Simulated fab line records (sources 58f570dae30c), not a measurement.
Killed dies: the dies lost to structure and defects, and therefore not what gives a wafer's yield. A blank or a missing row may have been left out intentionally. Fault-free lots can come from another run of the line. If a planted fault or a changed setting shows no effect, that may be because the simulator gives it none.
Code-filled problem report in 8D (eight disciplines) form :: flow berkeley cmos170 :: the parts of the form that need people (team, actions taken, sign-off) are left out

== 1. PROBLEM STATEMENT ==
At UCB170_PWELL_IMPLANT_15, dose ions cm2 averages 5e+12 over 6 wafers from 2 lots, while fault-free wafers read 5e+12, standard deviation 5.4e+09. That is -13 standard deviations from the usual mean.
First seen on wafer L300.3, day 6 21:29, on implanter-04. At this step, 42 wafers from 14 lots have a number in the record. Rule for "out" (also "out of limits"): further than 4 standard deviations from the usual mean. All remaining wafers that have a number are taken as sound.

== 2. WHAT IT IS; WHAT IT IS NOT ==
question: which readings at this step
is: dose ions cm2
is not: end station pressure torr, tilt deg

question: which lots
is: L300, L302
is not: L282, L283, L284, L285, L288, L289, L290, L291, L293, L294, L295, L304

question: which wafers of those lots
is: all that have a number
is not: -

question: read on which tools
is: implanter-04
is not: implanter-02, implanter-03

question: when
is: from day 6 21:29
is not: up to then (33 sound wafers); but 3 sound wafers of L304 came after

== 3. SUSPECTS, AND WHAT RULES EACH OUT ==
Counting: a tool at a process step up to the reading stays a suspect if it ran every lot that is out and no sound lot after the first of them.
- implanter-04 at UCB170_PWELL_IMPLANT_15: kept. It processed each lot that is out, first L300 at day 6 21:29, and no sound lot thereafter; up to then, the last sound lot it processed was L295 at day 5 14:57. Out on those wafers are its own readings of dose ions cm2.
Remaining after the count: implanter-04 at UCB170_PWELL_IMPLANT_15.

== 4. THE CAUSE (what the simulator had put in) ==
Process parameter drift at UCB170_PWELL_IMPLANT_15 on implanter-04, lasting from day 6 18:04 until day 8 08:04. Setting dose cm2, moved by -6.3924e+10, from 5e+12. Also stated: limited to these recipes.
Only this tool survived the counting.

== 5. SEQUENCE OF EFFECTS, ordered by route ==
Each row: a reading where the mean over the struck wafers with a number is more than 3 standard deviations away from the usual. Only readings for which the record gives a usual standard deviation are gone through. hours: the time from each lot's start at the first step in this table that gives one to its start at this step, as a median over the lots. sigmas: the change in usual standard deviations.
hours: 0
step: UCB170_PWELL_IMPLANT_15
reading: dose ions cm2
usual: 5e+12
on struck wafers: 5e+12
change: -7e+10
sigmas: -13
Here are the process steps it includes:
- UCB170_PWELL_IMPLANT_15
Later steps that measure or inspect, where all struck wafers having a row at the step show a number for every such reading and not one has moved that far: UCB170_ACTIVE_THK_MEAS_03, UCB170_PFIELD_OVL_MEAS_06, UCB170_PLDD_OVL_MEAS_07.

== 6. HOW IT WOULD HAVE BEEN CAUGHT EARLIER ==
The fault began at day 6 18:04; the first out-of-limits reading in this record came at day 6 21:29, 3 hours later.
